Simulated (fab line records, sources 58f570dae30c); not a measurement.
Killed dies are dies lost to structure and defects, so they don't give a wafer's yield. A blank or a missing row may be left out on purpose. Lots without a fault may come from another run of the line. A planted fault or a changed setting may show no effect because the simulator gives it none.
Tool commonality check | flow berkeley_cmos170 | 14 lots, 42 wafers sampled

WHY IT WAS OPENED
At UCB170_M1_RS_MEAS_01 the reading M1_AL_RS is flagged on 2 of 14 lots. Wafers without a fault read 0.0485 ohm/sq, standard deviation 0.00048.
Rule: a lot is flagged when every wafer of it that has a number lies more than 4 standard deviations from that mean, or none has a number. The other lots count as sound.

lot  | measured     | on            | M1_AL_RS (ohm/sq), wafer by wafer | flag
L165 | day 9 01:59  | film_metro-04 | 0.0484 0.0482 0.0483              |
L164 | day 9 02:00  | film_metro-03 | 0.0483 0.0489 0.0488              |
L169 | day 9 03:52  | film_metro-04 | 0.0493 0.0489 0.0493              |
L163 | day 9 04:08  | film_metro-03 | 0.0481 0.0483 0.0488              |
L166 | day 9 09:11  | film_metro-03 | 0.0487 0.0482 0.0486              |
L170 | day 9 17:40  | film_metro-01 | 0.0437 0.0435 0.0435              | FLAGGED
L171 | day 9 21:40  | film_metro-04 | 0.0482 0.0486 0.0486              |
L173 | day 9 23:08  | film_metro-04 | 0.0423 0.0426 0.0426              | FLAGGED
L174 | day 10 03:08 | film_metro-01 | 0.0479 0.0482 0.0482              |
L176 | day 10 14:24 | film_metro-01 | 0.0492 0.0488 0.0492              |
L178 | day 11 19:16 | film_metro-04 | 0.0481 0.0486 0.0482              |
L182 | day 11 21:18 | film_metro-04 | 0.0480 0.0486 0.0483              |
L179 | day 11 21:34 | film_metro-01 | 0.0480 0.0486 0.0485              |
L186 | day 12 21:51 | film_metro-01 | 0.0490 0.0495 0.0493              |
The numbers of the flagged lots are 0.0430 ohm/sq on average: -0.0055 ohm/sq against the usual, or -11 standard deviations.

WHICH TOOL RAN EACH LOT
The record holds 2 process steps before the reading, out of a route of 331 steps. In each cell: the tool, then ch and the chambers that the sampled wafers went through, then the start.
lot  | flag    | UCB170_CONTACT_STRIP_06              | UCB170_M1_SPUTTER_00
L165 |         | plasma_asher-03 ch 0,1, day 8 22:50  | pvd_sputter-03, day 9 01:55
L164 |         | plasma_asher-04 ch 0,1, day 8 23:08  | pvd_sputter-04, day 9 01:55
L169 |         | plasma_asher-03 ch 0,1, day 9 00:37  | pvd_sputter-01, day 9 03:49
L163 |         | plasma_asher-03 ch 0,1, day 9 00:55  | pvd_sputter-04, day 9 04:03
L166 |         | plasma_asher-04 ch 0,1, day 9 02:46  | pvd_sputter-04, day 9 09:07
L170 | FLAGGED | plasma_asher-04 ch 0,1, day 9 14:22  | pvd_sputter-04, day 9 17:37
L171 |         | plasma_asher-02 ch 0,1, day 9 19:21  | pvd_sputter-01, day 9 21:37
L173 | FLAGGED | plasma_asher-03 ch 0,1, day 9 20:29  | pvd_sputter-04, day 9 23:05
L174 |         | plasma_asher-03 ch 0,1, day 9 23:31  | pvd_sputter-01, day 10 03:04
L176 |         | plasma_asher-02 ch 0,1, day 10 12:15 | pvd_sputter-03, day 10 14:20
L178 |         | plasma_asher-04 ch 0,1, day 11 16:46 | pvd_sputter-01, day 11 19:11
L182 |         | plasma_asher-03 ch 0,1, day 11 18:34 | pvd_sputter-01, day 11 21:14
L179 |         | plasma_asher-02 ch 0,1, day 11 19:00 | pvd_sputter-03, day 11 21:29
L186 |         | plasma_asher-02 ch 1, day 12 19:36   | pvd_sputter-04, day 12 21:46
What these steps do:
- UCB170_CONTACT_STRIP_06: strips in O2.
- UCB170_M1_SPUTTER_00: material Al, target thk 600 nm, time 80 s.
- UCB170_M1_RS_MEAS_01: measures by four-point-probe.

FLAGGED OVER TOTAL, TOOL BY TOOL (the gauges that took the reading come last)
step                    | tool            | lots run | flagged | share of the flagged lots | sound lots run after its first flagged lot
UCB170_CONTACT_STRIP_06 | plasma_asher-02 | 4        | 0       | none                      | -
UCB170_CONTACT_STRIP_06 | plasma_asher-03 | 6        | 1       | some                      | 2 (L174,L182)
UCB170_CONTACT_STRIP_06 | plasma_asher-04 | 4        | 1       | some                      | 1 (L178)
UCB170_M1_SPUTTER_00    | pvd_sputter-01  | 5        | 0       | none                      | -
UCB170_M1_SPUTTER_00    | pvd_sputter-03  | 3        | 0       | none                      | -
UCB170_M1_SPUTTER_00    | pvd_sputter-04  | 6        | 2       | all                       | 1 (L186)
UCB170_M1_RS_MEAS_01    | film_metro-01   | 5        | 1       | some                      | 4 (L174,L176,L179,L186)
UCB170_M1_RS_MEAS_01    | film_metro-03   | 3        | 0       | none                      | -
UCB170_M1_RS_MEAS_01    | film_metro-04   | 6        | 1       | some                      | 2 (L178,L182)

WHAT THE TABLE ALLOWS
1 row of the table ran every flagged lot: pvd_sputter-04 at UCB170_M1_SPUTTER_00.
- pvd_sputter-04 at UCB170_M1_SPUTTER_00: 2 of its 6 lots flagged. Sound lots ran on it after the first flagged one (L186), which a lasting fault on the whole tool wouldn't allow.
No row of the table ran every flagged lot and no sound lot after the first.

WHAT THE SIMULATOR HAD PUT IN
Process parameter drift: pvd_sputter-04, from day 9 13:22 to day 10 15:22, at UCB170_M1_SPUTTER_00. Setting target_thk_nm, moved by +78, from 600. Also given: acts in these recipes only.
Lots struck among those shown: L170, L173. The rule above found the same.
